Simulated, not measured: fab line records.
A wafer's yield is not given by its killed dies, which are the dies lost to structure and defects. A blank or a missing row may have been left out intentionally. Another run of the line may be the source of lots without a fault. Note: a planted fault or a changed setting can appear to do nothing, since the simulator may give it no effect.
Chamber matching | flow berkeleyCmos170 | 4 sister chambers for UCB170_ZERO_ETCH_06 on rieDiel-03
The step etches SiO2 in CHF3/CF4/Ar, time 12 s. 14 wafers are shown with their chamber, then 7 later ones without.

WAFERS, EACH WITH ITS CHAMBER
wafer  | chamber | throttleValvePct (%) | oesProductAu (a.u.)
L868.1 | 2       | 9.22                 | 0.620
L868.2 | 3       | 9.12                 | 0.626
L868.6 | 0       | 9.23                 | 0.616
L871.1 | 2       | 9.24                 | 0.618
L871.3 | 0       | 9.23                 | 0.615
L871.5 | 3       | 9.10                 | 0.619
L872.3 | 1       | 9.39                 | 0.611
L872.4 | 3       | 9.10                 | 0.606
L872.6 | 1       | 9.37                 | 0.619
L882.2 | 1       | 9.37                 | 0.619
L882.4 | 2       | 9.24                 | 0.616
L882.6 | 2       | 9.24                 | 0.613
L883.2 | 2       | 9.22                 | 0.616
L883.3 | 1       | 9.37                 | 0.618

SIGNATURES (means of the wafers above)
reading          | chamber 0 | chamber 1 | chamber 2 | chamber 3 | scatter within a chamber
throttleValvePct | 9.2300    | 9.3750    | 9.2320    | 9.1067    | 0.0102
oesProductAu     | 0.61550   | 0.61675   | 0.61660   | 0.61700   | 0.00528
Rule: for each reading, subtract the chamber's mean from the wafer's reading, divide by that reading's scatter and square the result; add these up over the readings and take the root, which gives the wafer's distance from the chamber. If the next closest chamber is less than 2 further off than the closest, the wafer can't be placed; otherwise it belongs to the closest. The scatter: the root of (the sum of the squares of (reading less its chamber's mean) over the shown wafers, divided by (wafers less chambers)).

WAFERS MISSING THEIR CHAMBER
wafer  | throttleValvePct (%) | oesProductAu (a.u.)
L883.5 | 9.23                 | 0.618
L884.1 | 9.23                 | 0.620
L884.5 | 9.11                 | 0.612
L884.6 | 9.39                 | 0.619
L886.3 | 9.12                 | 0.618
L886.4 | 9.23                 | 0.613
L886.5 | 9.24                 | 0.610

THE CHAMBER EACH PASSED THROUGH
wafer  | from the rows above     | in truth
L883.5 | can't be placed: 2 or 0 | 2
L884.1 | can't be placed: 2 or 0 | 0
L884.5 | 3                       | 3
L884.6 | 1                       | 1
L886.3 | 3                       | 3
L886.4 | can't be placed: 0 or 2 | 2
L886.5 | can't be placed: 0 or 2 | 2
3 of 7 placed correctly. From these rows, 4 cannot be placed; in 4 the true chamber is one of the candidates. 0 placed wrongly.
